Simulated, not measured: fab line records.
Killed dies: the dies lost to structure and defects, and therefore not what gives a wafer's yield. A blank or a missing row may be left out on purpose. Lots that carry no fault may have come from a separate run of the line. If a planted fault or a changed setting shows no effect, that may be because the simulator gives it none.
Matching of chambers | flow berkeley cmos170 | 4 sister chambers for UCB170_ZERO_ETCH_06 on rie diel-01
The step etches SiO2 in CHF3/CF4/Ar, time 12 s. 16 wafers are shown with their chamber, then 8 later ones without.

== WAFERS, EACH WITH ITS CHAMBER ==
wafer  | chamber | drypump motor current A (A) | throttle valve pct (%) | oes product au (a.u.)
L074.1 | 1       | 4.9                         | 9.27                   | 0.629
L074.2 | 3       | 5.9                         | 9.21                   | 0.618
L074.3 | 2       | 5.9                         | 9.44                   | 0.630
L076.1 | 3       | 5.9                         | 9.22                   | 0.629
L076.3 | 0       | 5.9                         | 9.39                   | 0.613
L076.4 | 3       | 5.9                         | 9.22                   | 0.616
L079.1 | 3       | 6.0                         | 9.23                   | 0.622
L079.4 | 1       | 4.9                         | 9.27                   | 0.620
L079.5 | 3       | 6.0                         | 9.23                   | 0.627
L080.4 | 3       | 5.9                         | 9.24                   | 0.625
L080.5 | 1       | 4.9                         | 9.26                   | 0.622
L080.6 | 0       | 5.9                         | 9.38                   | 0.610
L083.4 | 1       | 4.9                         | 9.23                   | 0.631
L083.5 | 0       | 5.9                         | 9.36                   | 0.610
L083.6 | 3       | 5.9                         | 9.23                   | 0.621
L087.2 | 3       | 5.9                         | 9.21                   | 0.625

SIGNATURES (means of the wafers above)
reading                 | chamber 0 | chamber 1 | chamber 2 | chamber 3 | scatter within a chamber
drypump motor current A | 5.900     | 4.900     | 5.900     | 5.925     | 0.0354
throttle valve pct      | 9.3767    | 9.2575    | 9.4400    | 9.2238    | 0.0139
oes product au          | 0.61100   | 0.62550   | 0.63000   | 0.62287   | 0.00438
Rule: for a wafer and a chamber, the distance is found by dividing, reading by reading, the gap between the wafer's reading and the chamber's mean by the reading's scatter, squaring, summing and taking the root. The wafer belongs to the nearest chamber; if the next one is less than 2 further off, it can't be placed. The scatter: the root of (the sum of the squares of (reading less its chamber's mean) over the shown wafers, divided by (wafers less chambers)).

== WAFERS WITHOUT THEIR CHAMBER ==
wafer  | drypump motor current A (A) | throttle valve pct (%) | oes product au (a.u.)
L087.4 | 4.9                         | 9.25                   | 0.617
L087.6 | 4.9                         | 9.27                   | 0.628
L089.1 | 5.9                         | 9.24                   | 0.623
L089.2 | 4.9                         | 9.27                   | 0.626
L089.5 | 5.9                         | 9.38                   | 0.607
L090.1 | 4.9                         | 9.23                   | 0.617
L090.2 | 5.8                         | 9.44                   | 0.606
L090.3 | 5.9                         | 9.22                   | 0.623

== WHICH CHAMBER EACH WENT THROUGH ==
wafer  | from the rows above     | in truth
L087.4 | 1                       | 1
L087.6 | 1                       | 1
L089.1 | 3                       | 3
L089.2 | 1                       | 1
L089.5 | 0                       | 0
L090.1 | 1                       | 1
L090.2 | can't be placed: 0 or 2 | 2
L090.3 | 3                       | 3
Correctly placed: 7 of 8. Unplaceable from these rows: 1, with the true chamber sitting among the candidates in 1. 0 placed wrongly.
